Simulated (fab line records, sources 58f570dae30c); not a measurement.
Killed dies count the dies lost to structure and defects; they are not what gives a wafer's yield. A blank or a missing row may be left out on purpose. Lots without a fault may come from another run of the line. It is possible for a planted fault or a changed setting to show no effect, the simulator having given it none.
fab line records ; flow berkeley_cmos170
[record] lots = 5; wafers = 23
route steps=331 shown NLDD@161 SPACER@171 PSD@179 NSD@188 SILICIDE@211 CONTACT@234 V1@268
start_h: hours from the record's opening day to when the first of the lot's shown wafers began ; wait_h: hours elapsed since this lot's preceding step ; " as in the row above ; L1.1+2: a single row standing in for several wafers ; - no value present, or no start provided ; * or withheld: withheld ; < > ~ a bound
route shown NAME@n: names a module that has steps shown in the file, with the first one's number in the route ; usual: the fault-free wafers' mean and standard deviation ; same: alike in all rows ; chamber/n: place in a boat ; sites: per-site readings ; _std_site: the values' standard deviation ; _edge_site: inner sites' mean taken away from outer sites' mean ; radius_mm: for every site, how far away it sits from the centre of the wafer ; mask NAME#n: copy n ; behind: tool/chamber where the wafer was last shaped ; hold: reason for holding the lot/hours on hold/outcome of the hold ; device: the transistor (n, p or np) that didn't switch ; end of line: the route-end tests of the same wafers ; step lacking rows: just its recipe ; killed: count of dies lost to structure and defects at first sort (not the wafer's yield) ; map: a wafer's dies, marking killed ones x, the rest . and places with no die _
set.NAME: the run value of the setting; set.NAME@STEP: its run value at that earlier step ; model.NAME: the simulator's own value behind a step, which no gauge read
one table per step and one row per wafer, for lots whose settings were changed on purpose
[[steps]]
[step UCB170_NLDD_EXPOSE_03]
[recipe] mask_id = NSELECT; na = 0.5; sigma_outer = 0.6; source_shape = conventional; target_cd_nm = 1200; dose_mj = 30
lot.wafer;tool;chamber;start_h;wait_h;mask;set.dose_mj
L074.1+2+3+4+6;krf_scanner-02;0;165.90;0.1;NSELECT#0;30
L076.1+3+4+5+6;krf_scanner-01;0;182.54;0.2;NSELECT#0;30
L082.1+3+4;krf_scanner-02;0;200.25;0.2;NSELECT#0;30
L084.1+5;krf_scanner-02;0;204.55;0.2;NSELECT#0;30
L084.2+3+4;krf_scanner-02;0;204.55;0.2;NSELECT#0;28.56
L083.1+2;krf_scanner-01;0;205.26;0.3;NSELECT#0;32.19
L083.4+5+6;krf_scanner-01;0;205.26;0.3;NSELECT#0;30
[step UCB170_NLDD_PEB_04]
[recipe] peb_temp_c = 130; peb_time_s = withheld; resist = KrF
[step UCB170_NLDD_DEVELOP_05]
[recipe] developer = TMAH; develop_time_s = 45; resist = KrF; dev_temp_c = 21
[step UCB170_NLDD_CD_MEAS_06]
[recipe] target_cd_nm = 1200
[usual] cd_nm = 1200.0/1
lot.wafer;tool;chamber;start_h;wait_h;set.dose_mj@NLDD_EXPOSE_03;cd_nm
L074.1;cd_sem-01;-;166.87;-;30;1200.2
L074.2;cd_sem-01;-;166.87;-;30;1201.1
L074.3;cd_sem-01;-;166.87;-;30;1200.0
L074.4;cd_sem-01;-;166.87;-;30;1200.1
L074.6;cd_sem-01;-;166.87;-;30;1199.9
L076.1;cd_sem-02;-;182.96;-;30;1200.5
L076.3;cd_sem-02;-;182.96;-;30;1200.4
L076.4;cd_sem-02;-;182.96;-;30;1200.6
L076.5;cd_sem-02;-;182.96;-;30;1200.7
L076.6;cd_sem-02;-;182.96;-;30;1200.2
L082.1;cd_sem-02;-;200.94;-;30;1199.3
L082.3;cd_sem-02;-;200.94;-;30;1199.7
L082.4;cd_sem-02;-;200.94;-;30;1199.4
L084.1;cd_sem-02;-;205.65;-;30;1200.0
L084.2;cd_sem-02;-;205.65;-;28.56;1192.5
L084.3;cd_sem-02;-;205.65;-;28.56;1193.6
L084.4;cd_sem-02;-;205.65;-;28.56;1191.0
L084.5;cd_sem-02;-;205.65;-;30;1199.9
L083.1;cd_sem-02;-;206.32;-;32.19;1211.4
L083.2;cd_sem-02;-;206.32;-;32.19;1211.0
L083.4;cd_sem-02;-;206.32;-;30;1199.3
L083.5;cd_sem-02;-;206.32;-;30;1199.2
L083.6;cd_sem-02;-;206.32;-;30;1199.2
[step UCB170_SPACER_CVD_00]
[recipe] material = SiO2; target_thk_nm = 376; temp_c = 390; precursor = TEOS/O2; time_s = 47; rf_w = 550; pressure_mtorr = 9000
lot.wafer;tool;chamber;start_h;wait_h;set.time_s;model.SiO2_of_SPACER_CVD_00.thk_nm
L074.1;pecvd-03;2;167.67;0.0;52.85;431
L074.2;pecvd-03;0;167.67;0.0;52.85;421.8
L074.3;pecvd-03;1;167.67;0.0;47;378.5
L074.4;pecvd-03;1;167.67;0.0;52.85;435.3
L074.6;pecvd-03;0;167.67;0.0;47;391.1
L076.1;pecvd-03;2;183.83;0.0;47;379.8
L076.3;pecvd-03;0;183.83;0.0;44.77;362.3
L076.4;pecvd-03;1;183.83;0.0;47;381.1
L076.5;pecvd-03;0;183.83;0.0;47;383.3
L076.6;pecvd-03;2;183.83;0.0;44.77;370.5
L082.1;pecvd-01;2;201.83;0.0;47;370.1
L082.3;pecvd-01;1;201.83;0.0;47;375.5
L082.4;pecvd-01;0;201.83;0.0;47;367.6
L084.1;pecvd-03;0;206.46;0.0;49.7;393.2
L084.2;pecvd-03;2;206.46;0.0;49.7;398.8
L084.3;pecvd-03;1;206.46;0.0;47;377.9
L084.4;pecvd-03;2;206.46;0.0;47;383.7
L084.5;pecvd-03;0;206.46;0.0;49.7;401.1
L083.1;pecvd-02;2;207.13;0.0;49.41;393.9
L083.2;pecvd-02;1;207.13;0.0;49.41;393.5
L083.4;pecvd-02;0;207.13;0.0;49.41;396.3
L083.5;pecvd-02;1;207.13;0.0;47;383.4
L083.6;pecvd-02;2;207.13;0.0;47;378
[step UCB170_SPACER_THK_MEAS_01]
[recipe] reads = SiO2_of_SPACER_CVD_00
[usual] SPACER_TEOS_THK = 378/5.3
lot.wafer;tool;chamber;start_h;wait_h;set.time_s@SPACER_CVD_00;SPACER_TEOS_THK[nm]
L074.1;film_metro-03;-;167.75;0.1;52.85;431
L074.2;film_metro-03;-;167.75;0.1;52.85;422
L074.3;film_metro-03;-;167.75;0.1;47;379
L074.4;film_metro-03;-;167.75;0.1;52.85;435
L074.6;film_metro-03;-;167.75;0.1;47;391
L076.1;film_metro-02;-;183.87;0.0;47;380
L076.3;film_metro-02;-;183.87;0.0;44.77;362
L076.4;film_metro-02;-;183.87;0.0;47;381
L076.5;film_metro-02;-;183.87;0.0;47;383
L076.6;film_metro-02;-;183.87;0.0;44.77;370
L082.1;film_metro-04;-;201.88;0.0;47;370
L082.3;film_metro-04;-;201.88;0.0;47;376
L082.4;film_metro-04;-;201.88;0.0;47;367
L084.1;film_metro-02;-;206.50;0.0;49.7;393
L084.2;film_metro-02;-;206.50;0.0;49.7;399
L084.3;film_metro-02;-;206.50;0.0;47;378
L084.4;film_metro-02;-;206.50;0.0;47;384
L084.5;film_metro-02;-;206.50;0.0;49.7;401
L083.1;film_metro-03;-;207.17;0.0;49.41;394
L083.2;film_metro-03;-;207.17;0.0;49.41;393
L083.4;film_metro-03;-;207.17;0.0;49.41;396
L083.5;film_metro-03;-;207.17;0.0;47;384
L083.6;film_metro-03;-;207.17;0.0;47;378
[step UCB170_SPACER_ANNEAL_02]
[recipe] temp_c = 900; time_s = 1800; ambient = N2
[step UCB170_SPACER_ETCHBACK_03]
[recipe] stop_on = Si; target = SiO2; chemistry = CHF3/CF4/Ar; CHF3_flow_sccm = 50; cf4_flow_sccm = 10; Ar_flow_sccm = 120; pressure_mtorr = 200; rf_w = 500; target_depth_a = 3760; time_s = 100
lot.wafer;tool;chamber;start_h;wait_h;set.time_s@SPACER_CVD_00;model.etch.depth_nm
L074.1;rie_diel-02;3;172.00;0.0;52.85;427.3
L074.2;rie_diel-02;0;172.00;0.0;52.85;421.8
L074.3;rie_diel-02;1;172.00;0.0;47;378.5
L074.4;rie_diel-02;2;172.00;0.0;52.85;-
L074.6;rie_diel-02;1;172.00;0.0;47;-
L076.1;rie_diel-01;2;190.23;0.1;47;379.8
L076.3;rie_diel-01;1;190.23;0.1;44.77;-
L076.4;rie_diel-01;3;190.23;0.1;47;-
L076.5;rie_diel-01;1;190.23;0.1;47;383.3
L076.6;rie_diel-01;2;190.23;0.1;44.77;370.5
L082.1;rie_diel-03;2;205.35;0.0;47;370.1
L082.3;rie_diel-03;3;205.35;0.0;47;375.5
L082.4;rie_diel-03;1;205.35;0.0;47;367.6
L083.1+2;rie_diel-01;2,3;210.96;0.0;49.41;-
L083.4;rie_diel-01;1;210.96;0.0;49.41;396.3
L083.5;rie_diel-01;2;210.96;0.0;47;383.4
L083.6;rie_diel-01;3;210.96;0.0;47;-
L084.1;rie_diel-02;3;210.96;0.0;49.7;393.2
L084.2;rie_diel-02;2;210.96;0.0;49.7;398.8
L084.3;rie_diel-02;1;210.96;0.0;47;377.9
L084.4;rie_diel-02;0;210.96;0.0;47;383.7
L084.5;rie_diel-02;2;210.96;0.0;49.7;401.1
[step UCB170_PSD_PEB_04]
[recipe] peb_temp_c = 130; peb_time_s = withheld; resist = KrF
lot.wafer;tool;chamber;start_h;wait_h;set.peb_temp_c
L074.1+2+3+4+6;litho_track-02;0;172.64;0.1;130
L076.1+6;litho_track-03;0;191.51;0.3;130
L076.3+4+5;litho_track-03;0;191.51;0.3;133.3
L082.1+3+4;litho_track-03;0;207.62;0.6;130
L084.1+4+5;litho_track-01;0;212.16;0.2;131.4
L084.2+3;litho_track-01;0;212.16;0.2;130
L083.1+4;litho_track-01;0;212.43;0.3;130
L083.2+5+6;litho_track-01;0;212.43;0.3;127.9
[step UCB170_PSD_DEVELOP_05]
[recipe] developer = TMAH; develop_time_s = 45; resist = KrF; dev_temp_c = 21
[step UCB170_PSD_CD_MEAS_06]
[recipe] target_cd_nm = 1200
[usual] cd_nm = 1199.8/1.2
lot.wafer;tool;chamber;start_h;wait_h;set.peb_temp_c@PSD_PEB_04;cd_nm
L074.1;cd_sem-01;-;172.91;-;130;1198.4
L074.2;cd_sem-01;-;172.91;-;130;1198.9
L074.3;cd_sem-01;-;172.91;-;130;1198.6
L074.4;cd_sem-01;-;172.91;-;130;1199.7
L074.6;cd_sem-01;-;172.91;-;130;1199.6
L076.1;cd_sem-02;-;191.79;-;130;1200.2
L076.3;cd_sem-02;-;191.79;-;133.3;1218.6
L076.4;cd_sem-02;-;191.79;-;133.3;1219.2
L076.5;cd_sem-02;-;191.79;-;133.3;1218.6
L076.6;cd_sem-02;-;191.79;-;130;1199.8
L082.1;cd_sem-01;-;207.90;-;130;1202.1
L082.3;cd_sem-01;-;207.90;-;130;1199.8
L082.4;cd_sem-01;-;207.90;-;130;1199.7
L084.1;cd_sem-02;-;212.43;-;131.4;1207.5
L084.2;cd_sem-02;-;212.43;-;130;1198.4
L084.3;cd_sem-02;-;212.43;-;130;1199.7
L084.4;cd_sem-02;-;212.43;-;131.4;1209.6
L084.5;cd_sem-02;-;212.43;-;131.4;1209.3
L083.1;cd_sem-02;-;212.71;-;130;1202.0
L083.2;cd_sem-02;-;212.71;-;127.9;1186.3
L083.4;cd_sem-02;-;212.71;-;130;1203.1
L083.5;cd_sem-02;-;212.71;-;127.9;1185.6
L083.6;cd_sem-02;-;212.71;-;127.9;1185.9
[step UCB170_NSD_COAT_01]
[recipe] resist = KrF; spin_rpm = 1500; resist_thk_nm = 900
lot.wafer;tool;chamber;start_h;wait_h;set.resist_thk_nm;model.KrF_of_NSD_COAT_01.thk_nm
L074.1;litho_track-03;0;173.79;0.1;900;902.8
L074.2;litho_track-03;0;173.79;0.1;945.6;946.5
L074.3;litho_track-03;0;173.79;0.1;900;898.9
L074.4;litho_track-03;0;173.79;0.1;945.6;947.4
L074.6;litho_track-03;0;173.79;0.1;900;898.1
L076.1;litho_track-03;0;192.98;0.1;900;900.4
L076.3;litho_track-03;0;192.98;0.1;900;900.1
L076.4;litho_track-03;0;192.98;0.1;849.3;851.3
L076.5;litho_track-03;0;192.98;0.1;900;902.4
L076.6;litho_track-03;0;192.98;0.1;849.3;852.1
L082.1;litho_track-04;0;209.31;0.1;900;899.6
L082.3;litho_track-04;0;209.31;0.1;900;897.9
L082.4;litho_track-04;0;209.31;0.1;900;896
L084.1;litho_track-02;0;213.72;0.1;900;899.9
L084.2;litho_track-02;0;213.72;0.1;882.1;879.9
L084.3;litho_track-02;0;213.72;0.1;900;900.8
L084.4;litho_track-02;0;213.72;0.1;882.1;879
L084.5;litho_track-02;0;213.72;0.1;900;898.5
L083.1;litho_track-04;0;213.98;0.1;900;904.3
L083.2;litho_track-04;0;213.98;0.1;900;903.2
L083.4;litho_track-04;0;213.98;0.1;900;904
L083.5;litho_track-04;0;213.98;0.1;900;905.4
L083.6;litho_track-04;0;213.98;0.1;900;902.8
[step UCB170_NSD_SOFTBAKE_02]
[recipe] resist = KrF; temp_c = 130; time_s = 60
[step UCB170_NSD_EXPOSE_03]
[recipe] mask_id = NSELECT_MOD; na = 0.5; sigma_outer = 0.6; source_shape = conventional; target_cd_nm = 1200; dose_mj = 30
[step UCB170_NSD_IMPLANT_08]
[recipe] species = P; dose_cm2 = 3e+15; energy_kev = 40; tilt_deg = 7
[step UCB170_NSD_STRIP_09]
[recipe] chemistry = O2; power_w = 400; pressure_mtorr = 3500; platen_temp_c = withheld; o2_flow_sccm = 400; overash_fraction = 0.5
[usual] strip_time_to_endpoint_s = 35.82/0.078
lot.wafer;tool;chamber;start_h;wait_h;set.resist_thk_nm@NSD_COAT_01;strip_time_to_endpoint_s
L074.1;plasma_asher-01;1;175.37;0.1;900;35.91
L074.2;plasma_asher-01;0;175.37;0.1;945.6;36.95
L074.3;plasma_asher-01;1;175.37;0.1;900;35.85
L074.4;plasma_asher-01;0;175.37;0.1;945.6;36.96
L074.6;plasma_asher-01;0;175.37;0.1;900;35.79
L076.1;plasma_asher-02;0;194.46;0.1;900;35.88
L076.3;plasma_asher-02;0;194.46;0.1;900;35.91
L076.4;plasma_asher-02;1;194.46;0.1;849.3;34.70
L076.5;plasma_asher-02;0;194.46;0.1;900;35.96
L076.6;plasma_asher-02;1;194.46;0.1;849.3;34.78
L082.1;plasma_asher-03;1;210.61;0.1;900;35.80
L082.3;plasma_asher-03;1;210.61;0.1;900;35.77
L082.4;plasma_asher-03;0;210.61;0.1;900;35.73
L084.1;plasma_asher-03;1;215.38;0.1;900;35.86
L084.2;plasma_asher-03;0;215.38;0.1;882.1;35.34
L084.3;plasma_asher-03;0;215.38;0.1;900;35.87
L084.4;plasma_asher-03;1;215.38;0.1;882.1;35.30
L084.5;plasma_asher-03;0;215.38;0.1;900;35.82
L083.1;plasma_asher-03;1;215.65;0.1;900;35.94
L083.2;plasma_asher-03;0;215.65;0.1;900;35.93
L083.4;plasma_asher-03;1;215.65;0.1;900;35.94
L083.5;plasma_asher-03;1;215.65;0.1;900;35.97
L083.6;plasma_asher-03;0;215.65;0.1;900;35.91
[step UCB170_SILICIDE_SPUTTER_01]
[recipe] material = Ti; target_thk_nm = 30; time_s = 25; power_w = 1500; chamber_pressure_pa = 0.5
lot.wafer;tool;chamber;start_h;wait_h;set.time_s;model.Ti_of_SILICIDE_SPUTTER_01.thk_nm
L074.1;pvd_sputter-01;-;177.48;0.0;25;29.89
L074.2;pvd_sputter-01;-;177.48;0.0;22.76;26.89
L074.3;pvd_sputter-01;-;177.48;0.0;22.76;27.27
L074.4;pvd_sputter-01;-;177.48;0.0;22.76;26.96
L074.6;pvd_sputter-01;-;177.48;0.0;25;30.02
L076.1;pvd_sputter-03;-;198.86;0.0;22.8;27.55
L076.3;pvd_sputter-03;-;198.86;0.0;22.8;27.33
L076.4;pvd_sputter-03;-;198.86;0.0;22.8;27.52
L076.5;pvd_sputter-03;-;198.86;0.0;25;30.31
L076.6;pvd_sputter-03;-;198.86;0.0;25;30.1
L082.1;pvd_sputter-03;-;212.58;0.0;25;30.34
L082.3;pvd_sputter-03;-;212.58;0.0;25;30.62
L082.4;pvd_sputter-03;-;212.58;0.0;25;30.61
L084.1;pvd_sputter-02;-;217.32;0.0;25;30.15
L084.2;pvd_sputter-02;-;217.32;0.0;25;30.25
L084.3;pvd_sputter-02;-;217.32;0.0;26.45;31.88
L084.4;pvd_sputter-02;-;217.32;0.0;25;30.02
L084.5;pvd_sputter-02;-;217.32;0.0;26.45;31.69
L083.1;pvd_sputter-03;-;217.74;0.0;25;29.99
L083.2;pvd_sputter-03;-;217.74;0.0;25;29.81
L083.4;pvd_sputter-03;-;217.74;0.0;25;29.83
L083.5;pvd_sputter-03;-;217.74;0.0;25;29.5
L083.6;pvd_sputter-03;-;217.74;0.0;25;29.79
[step UCB170_SILICIDE_RS_MEAS_02]
[recipe] thk_meas_gauge = four-point-probe; reads = Ti_of_SILICIDE_SPUTTER_01
[usual] SILICIDE_TI_RS = 26.1/0.34
lot.wafer;tool;chamber;start_h;wait_h;set.time_s@SILICIDE_SPUTTER_01;SILICIDE_TI_RS[ohm/sq]
L074.1;film_metro-03;-;177.51;0.0;25;26.3
L074.2;film_metro-03;-;177.51;0.0;22.76;29.8
L074.3;film_metro-03;-;177.51;0.0;22.76;29.2
L074.4;film_metro-03;-;177.51;0.0;22.76;29.7
L074.6;film_metro-03;-;177.51;0.0;25;26.2
L076.1;film_metro-03;-;198.89;0.0;22.8;28.8
L076.3;film_metro-03;-;198.89;0.0;22.8;29.2
L076.4;film_metro-03;-;198.89;0.0;22.8;28.8
L076.5;film_metro-03;-;198.89;0.0;25;25.8
L076.6;film_metro-03;-;198.89;0.0;25;26.0
L082.1;film_metro-01;-;212.61;0.0;25;25.8
L082.3;film_metro-01;-;212.61;0.0;25;25.5
L082.4;film_metro-01;-;212.61;0.0;25;25.5
L084.1;film_metro-03;-;217.35;0.0;25;25.9
L084.2;film_metro-03;-;217.35;0.0;25;25.9
L084.3;film_metro-03;-;217.35;0.0;26.45;24.2
L084.4;film_metro-03;-;217.35;0.0;25;26.0
L084.5;film_metro-03;-;217.35;0.0;26.45;24.5
L083.1;film_metro-03;-;217.77;0.0;25;26.1
L083.2;film_metro-03;-;217.77;0.0;25;26.3
L083.4;film_metro-03;-;217.77;0.0;25;26.2
L083.5;film_metro-03;-;217.77;0.0;25;26.6
L083.6;film_metro-03;-;217.77;0.0;25;26.3
[step UCB170_SILICIDE_THK_MEAS_03]
[recipe] thk_meas_gauge = xrf; reads = Ti_of_SILICIDE_SPUTTER_01
[usual] SILICIDE_TI_THK = 29.6/0.34
lot.wafer;tool;chamber;start_h;wait_h;set.time_s@SILICIDE_SPUTTER_01;SILICIDE_TI_THK[nm]
L074.1;film_metro-03;-;177.63;0.1;25;29.3
L074.2;film_metro-03;-;177.63;0.1;22.76;26.4
L074.3;film_metro-03;-;177.63;0.1;22.76;26.7
L074.4;film_metro-03;-;177.63;0.1;22.76;26.4
L074.6;film_metro-03;-;177.63;0.1;25;29.5
L076.1;film_metro-03;-;199.01;0.1;22.8;27.2
L076.3;film_metro-03;-;199.01;0.1;22.8;27.1
L076.4;film_metro-03;-;199.01;0.1;22.8;27.1
L076.5;film_metro-03;-;199.01;0.1;25;29.9
L076.6;film_metro-03;-;199.01;0.1;25;29.7
L082.1;film_metro-01;-;212.73;0.1;25;29.9
L082.3;film_metro-01;-;212.73;0.1;25;30.3
L082.4;film_metro-01;-;212.73;0.1;25;30.1
L084.1;film_metro-03;-;217.47;0.1;25;29.7
L084.2;film_metro-03;-;217.47;0.1;25;29.9
L084.3;film_metro-03;-;217.47;0.1;26.45;31.5
L084.4;film_metro-03;-;217.47;0.1;25;29.7
L084.5;film_metro-03;-;217.47;0.1;26.45;31.3
L083.1;film_metro-03;-;217.89;0.1;25;29.5
L083.2;film_metro-03;-;217.89;0.1;25;29.3
L083.4;film_metro-03;-;217.89;0.1;25;29.4
L083.5;film_metro-03;-;217.89;0.1;25;29.1
L083.6;film_metro-03;-;217.89;0.1;25;29.4
[step UCB170_CONTACT_ETCH_18]
[recipe] chemistry = CHF3/CF4/Ar; target = PSG; stop_on = TiSi2; CHF3_flow_sccm = 45; cf4_flow_sccm = 15; Ar_flow_sccm = 150; pressure_mtorr = 200; rf_w = 700; target_depth_a = 8400; over_etch_frac = 0.2; time_s = 195
lot.wafer;tool;chamber;start_h;wait_h;set.time_s;model.KrF_of_CONTACT_COAT_10.thk_nm
L074.1;rie_diel-01;1;-;-;195;690.6
L074.2;rie_diel-01;0;-;-;195;690.5
L074.3;rie_diel-01;3;-;-;184.9;700.3
L074.4;rie_diel-01;2;-;-;184.9;702.7
L074.6;rie_diel-01;0;-;-;195;687.3
L076.1;rie_diel-03;2;-;-;206.2;672.9
L076.3;rie_diel-03;1;-;-;195;684.4
L076.4;rie_diel-03;1;-;-;206.2;672.6
L076.5;rie_diel-03;2;-;-;195;684.9
L076.6;rie_diel-03;3;-;-;206.2;674.7
L082.1;rie_diel-04;1;-;-;195;696.1
L082.3;rie_diel-04;2;-;-;195;704
L082.4;rie_diel-04;0;-;-;195;697.1
L084.1;rie_diel-03;0;-;-;175.8;711.3
L084.2;rie_diel-03;2;-;-;195;689.6
L084.3;rie_diel-03;1;-;-;175.8;709.5
L084.4;rie_diel-03;1;-;-;175.8;710.4
L084.5;rie_diel-03;2;-;-;195;690.8
L083.1;rie_diel-04;1;-;-;207.4;686.3
L083.2;rie_diel-04;2;-;-;195;697
L083.4;rie_diel-04;1;-;-;195;695.8
L083.5;rie_diel-04;2;-;-;195;698.4
L083.6;rie_diel-04;0;-;-;207.4;680.9
[step UCB170_V1_ETCH_14]
[recipe] chemistry = CHF3/CF4/Ar; target = SiO2; stop_on = Al; CHF3_flow_sccm = 45; cf4_flow_sccm = 15; Ar_flow_sccm = 150; pressure_mtorr = 200; rf_w = 700; target_depth_a = 12500; over_etch_frac = 0.25; time_s = 291
lot.wafer;tool;chamber;start_h;wait_h;set.rf_w;model.KrF_of_V1_COAT_07.thk_nm
L074.1;rie_diel-03;1;187.28;0.0;700;607.2
L074.2;rie_diel-03;2;187.28;0.0;645.9;618.7
L074.3;rie_diel-03;3;187.28;0.0;700;607.4
L074.4;rie_diel-03;3;187.28;0.0;645.9;621.5
L074.6;rie_diel-03;2;187.28;0.0;645.9;620.4
L076.1;rie_diel-03;1;212.38;0.0;656.8;620.2
L076.3;rie_diel-03;2;212.38;0.0;656.8;615.6
L076.4;rie_diel-03;1;212.38;0.0;700;605.1
L076.5;rie_diel-03;0;212.38;0.0;656.8;623.7
L076.6;rie_diel-03;2;212.38;0.0;700;603
L082.1;rie_diel-03;2;225.96;0.0;700;604.3
L082.3;rie_diel-03;1;225.96;0.0;700;604.9
L082.4;rie_diel-03;0;225.96;0.0;700;608.7
L084.1;rie_diel-02;1;229.25;0.0;700;618.5
L084.2;rie_diel-02;3;229.25;0.0;700;613.6
L084.3;rie_diel-02;0;229.25;0.0;700;617
L084.4;rie_diel-02;2;229.25;0.0;700;614.7
L084.5;rie_diel-02;0;229.25;0.0;700;617.4
L083.1;rie_diel-02;1;234.08;0.0;700;608
L083.2;rie_diel-02;3;234.08;0.0;700;608.7
L083.4;rie_diel-02;0;234.08;0.0;700;604.8
L083.5;rie_diel-02;2;234.08;0.0;700;608.2
L083.6;rie_diel-02;3;234.08;0.0;700;603.3
[step UCB170_V1_STRIP_15]
[recipe] chemistry = O2; power_w = 400; pressure_mtorr = 3500; platen_temp_c = withheld; o2_flow_sccm = 400; overash_fraction = 0.5
[usual] strip_time_to_endpoint_s = 15.32/0.1
lot.wafer;tool;chamber;start_h;wait_h;set.rf_w@V1_ETCH_14;strip_time_to_endpoint_s
L074.1;plasma_asher-01;0;187.46;0.1;700;15.24
L074.2;plasma_asher-01;1;187.46;0.1;645.9;15.52
L074.3;plasma_asher-01;0;187.46;0.1;700;15.25
L074.4;plasma_asher-01;1;187.46;0.1;645.9;15.58
L074.6;plasma_asher-01;1;187.46;0.1;645.9;15.56
L076.1;plasma_asher-02;0;212.55;0.1;656.8;15.56
L076.3;plasma_asher-02;1;212.55;0.1;656.8;15.43
L076.4;plasma_asher-02;0;212.55;0.1;700;15.20
L076.5;plasma_asher-02;0;212.55;0.1;656.8;15.65
L076.6;plasma_asher-02;1;212.55;0.1;700;15.14
L082.1;plasma_asher-03;1;226.14;0.1;700;15.19
L082.3;plasma_asher-03;0;226.14;0.1;700;15.19
L082.4;plasma_asher-03;1;226.14;0.1;700;15.28
L084.1;plasma_asher-01;0;229.43;0.1;700;15.49
L084.2;plasma_asher-01;1;229.43;0.1;700;15.41
L084.3;plasma_asher-01;0;229.43;0.1;700;15.47
L084.4;plasma_asher-01;1;229.43;0.1;700;15.40
L084.5;plasma_asher-01;1;229.43;0.1;700;15.49
L083.1;plasma_asher-03;0;234.26;0.1;700;15.26
L083.2;plasma_asher-03;1;234.26;0.1;700;15.28
L083.4;plasma_asher-03;1;234.26;0.1;700;15.19
L083.5;plasma_asher-03;0;234.26;0.1;700;15.27
L083.6;plasma_asher-03;1;234.26;0.1;700;15.16
[[key]]
[split] step = UCB170_NLDD_EXPOSE_03; setting = dose_mj; stated = 30; by = wafer
[response] step = UCB170_NLDD_CD_MEAS_06; reading = cd_nm; change = +1.62; per = 1%; r = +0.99
[split] step = UCB170_SPACER_CVD_00; setting = time_s; stated = 47; by = wafer
[response] step = UCB170_SPACER_CVD_00; reading = model.SiO2_of_SPACER_CVD_00.thk_nm; change = +3.35; per = 1%; r = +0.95
[response] step = UCB170_SPACER_THK_MEAS_01; reading = SPACER_TEOS_THK; change = +3.35; per = 1%; r = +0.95
[response] step = UCB170_SPACER_ETCHBACK_03; reading = model.etch.depth_nm; change = +3.31; per = 1%; r = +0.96
[split] step = UCB170_PSD_PEB_04; setting = peb_temp_c; stated = 130; by = wafer
[response] step = UCB170_PSD_CD_MEAS_06; reading = cd_nm; change = +8.32; per = 1%; r = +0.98
[split] step = UCB170_NSD_COAT_01; setting = resist_thk_nm; stated = 900; by = wafer
[response] step = UCB170_NSD_COAT_01; reading = model.KrF_of_NSD_COAT_01.thk_nm; change = +9.07; per = 1%; r = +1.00
[response] step = UCB170_NSD_STRIP_09; reading = strip_time_to_endpoint_s; change = *; per = 1%; r = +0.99
[split] step = UCB170_SILICIDE_SPUTTER_01; setting = time_s; stated = 25; by = wafer
[response] step = UCB170_SILICIDE_SPUTTER_01; reading = model.Ti_of_SILICIDE_SPUTTER_01.thk_nm; change = +0.312; per = 1%; r = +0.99
[response] step = UCB170_SILICIDE_RS_MEAS_02; reading = SILICIDE_TI_RS; change = -0.344; per = 1%; r = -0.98
[response] step = UCB170_SILICIDE_THK_MEAS_03; reading = SILICIDE_TI_THK; change = +0.308; per = 1%; r = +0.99
[split] step = UCB170_CONTACT_ETCH_18; setting = time_s; stated = 195; by = wafer
[response] step = UCB170_CONTACT_ETCH_18; reading = model.KrF_of_CONTACT_COAT_10.thk_nm; change = -2.08; per = 1%; r = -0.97
[split] step = UCB170_V1_ETCH_14; setting = rf_w; stated = 700; by = wafer
[response] step = UCB170_V1_ETCH_14; reading = model.KrF_of_V1_COAT_07.thk_nm; change = -2.01; per = 1%; r = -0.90
[response] step = UCB170_V1_STRIP_15; reading = strip_time_to_endpoint_s; change = *; per = 1%; r = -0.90
